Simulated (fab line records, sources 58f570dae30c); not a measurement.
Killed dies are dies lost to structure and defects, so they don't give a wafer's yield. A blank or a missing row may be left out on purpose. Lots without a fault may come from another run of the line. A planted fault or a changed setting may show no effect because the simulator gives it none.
One fault seen from 2 desks | flow berkeley_cmos170 | each desk has only its own numbers; what lay behind them comes last

THE TOOL OWNER'S DESK: implanter-01
The tool's own readings at UCB170_PLDD_IMPLANT_09: means of the sampled wafers that have a number, for each lot that ran on this tool. A lot is out of limits, marked OUT, if its mean lies more than 4 standard deviations from the usual mean; the brackets give that distance.
Columns: A = dose_ions_cm2 at UCB170_PLDD_IMPLANT_09, usual 5e+13; B = faraday_current_uA at UCB170_PLDD_IMPLANT_09, usual 158
lot  | first seen here | A               | B
L716 | day 6 01:26     | 5e+13           | 159
L721 | day 6 21:59     | 5e+13           | 161
L720 | day 6 22:17     | 5e+13           | 161
L722 | day 7 18:07     | 5e+13           | 159
L726 | day 8 03:57     | 5e+13 (-86) OUT | 146
L727 | day 8 04:43     | 5e+13 (-86) OUT | 144 (-4.5) OUT
This desk's finding: out of limits on L726, L727; first on L726, day 8 03:57 (dose_ions_cm2 at UCB170_PLDD_IMPLANT_09). In limits: L716, L721, L720, L722.

THE METROLOGY DESK
What the gauges read, lot by lot, whatever tool the lot ran on: means of the sampled wafers that have a number. A lot is out of limits, marked OUT, if its mean lies more than 4 standard deviations from the usual mean; the brackets give that distance.
Columns: A = NWELL_OXIDE_THK at UCB170_NWELL_THK_MEAS_02, usual 26.4 nm; B = PLDD_RS at UCB170_SDANNEAL_RS_MEAS_04, usual 1032.0 ohm/sq; C = NLDD_RS at UCB170_SDANNEAL_RS_MEAS_05, usual 616.7 ohm/sq; D = CONTACT_OVL at UCB170_CONTACT_OVL_MEAS_16, usual 6 nm
lot  | first seen here | A    | B                | C     | D
L716 | day 1 23:31     | 26.4 | 1031.6           | 616.7 | 5
L717 | day 2 03:33     | 26.1 | 1034.9           | 617.0 | 14
L719 | day 2 17:29     | 25.8 | 1030.3           | 614.6 | 8
L720 | day 2 17:29     | 26.2 | 1030.0           | 616.6 | 9
L721 | day 2 22:14     | 26.2 | 1033.6           | 618.6 | 7
L722 | day 3 07:36     | 26.5 | 1028.7           | 616.6 | 8
L726 | day 3 22:08     | 26.3 | 1065.9 (+13) OUT | 618.6 | 5
L727 | day 4 07:13     | 25.9 | 1064.3 (+12) OUT | 617.4 | 4
L728 | day 4 14:37     | 25.3 | 1035.0           | 617.1 | 8
L732 | day 5 05:47     | 26.3 | 1035.1           | 616.8 | 13
L734 | day 5 16:58     | 26.5 | 1030.0           | 616.1 | 3
L736 | day 6 04:06     | 25.8 | 1029.4           | 617.4 | 1
L737 | day 6 06:27     | 25.8 | 1031.2           | 616.0 | -5
L738 | day 6 12:31     | 27.6 | 1030.0           | 617.4 | -6
This desk's finding: out of limits on L726, L727; first on L726, day 8 16:17 (PLDD_RS at UCB170_SDANNEAL_RS_MEAS_04). In limits: L716, L717, L719, L720, L721, L722, L728, L732, L734, L736, L737, L738.

PUT TOGETHER
The tool owner's desk could have raised an alarm at day 8 03:57, on L726, L727.
The metrology desk could have raised an alarm at day 8 16:17, on L726, L727.
Of the lots named, all ran UCB170_PLDD_IMPLANT_09 on implanter-01.

WHAT THE SIMULATOR HAD PUT IN
Process parameter drift: implanter-01, from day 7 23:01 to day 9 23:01, at UCB170_PLDD_IMPLANT_09. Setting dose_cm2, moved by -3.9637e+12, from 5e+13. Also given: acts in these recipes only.
Lots struck among those shown: L726, L727.
Hours from the fault's start to each desk's first reading out of limits: the tool owner's desk, 5; the metrology desk, 17.
